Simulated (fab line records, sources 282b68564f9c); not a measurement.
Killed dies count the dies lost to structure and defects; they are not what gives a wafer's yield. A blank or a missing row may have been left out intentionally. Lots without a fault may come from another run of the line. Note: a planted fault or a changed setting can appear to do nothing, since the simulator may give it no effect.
Which tool was responsible? ; flow rit cmos ; 13 lots with 39 wafers sampled at 2 steps, on a route of 202 steps

## WHAT THE GAUGES SHOWED, per wafer
No reading from a measuring or inspecting step in the record can be judged against a usual standard deviation.

## WHICH TOOL RAN EACH LOT (tool, then ch and the chambers of the sampled wafers, then the start)
lot;RIT_PSD_STRIP_09;RIT_M1_PROBE_99
L878;plasma asher-01 ch 0,1, day 3 04:23;prober-02, day 3 12:46
L879;plasma asher-03 ch 0,1, day 3 11:13;prober-01, day 3 19:29
L882;plasma asher-03 ch 0,1, day 4 01:40;prober-01, day 4 09:59
L883;plasma asher-03 ch 0,1, day 4 08:34;prober-02, day 4 16:46
L884;plasma asher-01 ch 0,1, day 4 10:26;prober-01, day 4 18:32
L885;plasma asher-02 ch 0,1, day 4 15:14;prober-02, day 4 23:29
L886;plasma asher-03 ch 0,1, day 4 23:37;prober-01, day 5 07:42
L888;plasma asher-03 ch 0,1, day 5 09:37;prober-02, day 5 17:59
L890;plasma asher-01 ch 0,1, day 5 19:40;prober-01, day 6 04:13
L894;plasma asher-02 ch 0,1, day 6 13:40;prober-01, day 6 21:38
L896;plasma asher-02 ch 0,1, day 6 20:53;prober-01, day 7 05:04
L899;plasma asher-03 ch 0,1, day 7 11:58;prober-02, day 7 20:22
L901;plasma asher-03 ch 0,1, day 7 23:08;prober-02, day 8 07:41
- RIT_PSD_STRIP_09: strips in O2, time 180 s.
- RIT_M1_PROBE_99

## WHAT THE TOOLS THEMSELVES READ (means of the sampled wafers that have a number; where no wafer has one, the mark that the record gives instead)
RIT_PSD_STRIP_09. Usual: drypump motor current A 5.4 A, standard deviation 0.5; run length s 208.3 s, standard deviation 0.33.
lot;tool;drypump motor current A (A);run length s (s);flag
L878;plasma asher-01;5.5;208.4;
L879;plasma asher-03;5.6;208.7;
L882;plasma asher-03;5.6;208.6;
L883;plasma asher-03;5.6;208.5;
L884;plasma asher-01;5.1;208.4;
L885;plasma asher-02;5.7;208.1;
L886;plasma asher-03;5.6;208.5;
L888;plasma asher-03;5.6;208.3;
L890;plasma asher-01;5.5;117.1;OFF
L894;plasma asher-02;5.3;208.1;
L896;plasma asher-02;5.7;207.8;
L899;plasma asher-03;5.6;208.4;
L901;plasma asher-03;5.6;208.7;

RIT_M1_PROBE_99. Usual: killed at contacts 0.1, standard deviation 0.34; killed at front end 7.0, standard deviation 2.9; killed dies 7.2, standard deviation 2.9; killed on rim 2.1, standard deviation 1.4; killed open 3.6, standard deviation 1.9; killed short 3.5, standard deviation 2.1.
lot;tool;killed at contacts;killed at front end;killed dies;killed on rim;killed open;killed short;flag
L878;prober-02;0.0;9.0;9.0;3.7;4.0;5.0;
L879;prober-01;0.0;7.7;7.7;1.3;4.3;3.3;
L882;prober-01;0.0;7.7;7.7;3.0;3.3;4.3;
L883;prober-02;1.0;7.0;8.0;2.3;5.3;2.7;
L884;prober-01;0.0;7.7;7.7;2.3;2.7;5.0;
L885;prober-02;0.0;6.0;6.0;2.3;3.7;2.3;
L886;prober-01;0.0;7.7;7.7;2.0;4.7;3.0;
L888;prober-02;0.3;9.3;9.7;3.0;4.3;5.0;
L890;prober-01;0.0;264.0;264.0;70.0;4.0;2.7;OFF
L894;prober-01;0.0;9.7;9.7;2.7;4.7;5.0;
L896;prober-01;0.0;7.7;7.7;1.3;5.0;2.7;
L899;prober-02;0.3;3.3;3.7;0.3;1.3;2.3;
L901;prober-02;0.3;12.0;12.3;4.0;5.0;7.3;

## THE ANSWER, worked out from the rows above alone
Rule: take the mean of a lot's wafers that have a number; if it is more than 3 standard deviations from the usual mean, the lot is off. Also off: a lot with no number at a reading for which 4 or more lots have one. The other lots that the step has rows for count as sound. Order of review: gauges by route order, followed by the tools' own readings, for which a lot's mean as printed above is used. The first step at which some lot is off is used, and at that step the reading that is off furthest; a lot without a number counts as furthest.
Off: L890 (RIT_PSD_STRIP_09, run length s).
A tool fits if, at that step or a process step before it, it ran every lot that is off, and no sound lot after the first of them. One fits: plasma asher-01 at RIT_PSD_STRIP_09. Its last sound lot is L884 (day 4 10:26), its first lot that is off L890 (day 5 19:40): a fault that began between those two fits.
The tool's own readings at RIT_PSD_STRIP_09 bear it out: on the lots that are off they differ by more than 5 times the standard deviation of the sound lots' means. run length s reads 117.1 s there against 208.4 s on the sound lots.

## WHAT THE SIMULATOR HAD INSERTED
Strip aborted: plasma asher-01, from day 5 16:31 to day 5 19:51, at RIT_PSD_STRIP_09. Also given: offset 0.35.
Lots struck among those shown: L890. The rule above reached the same finding.
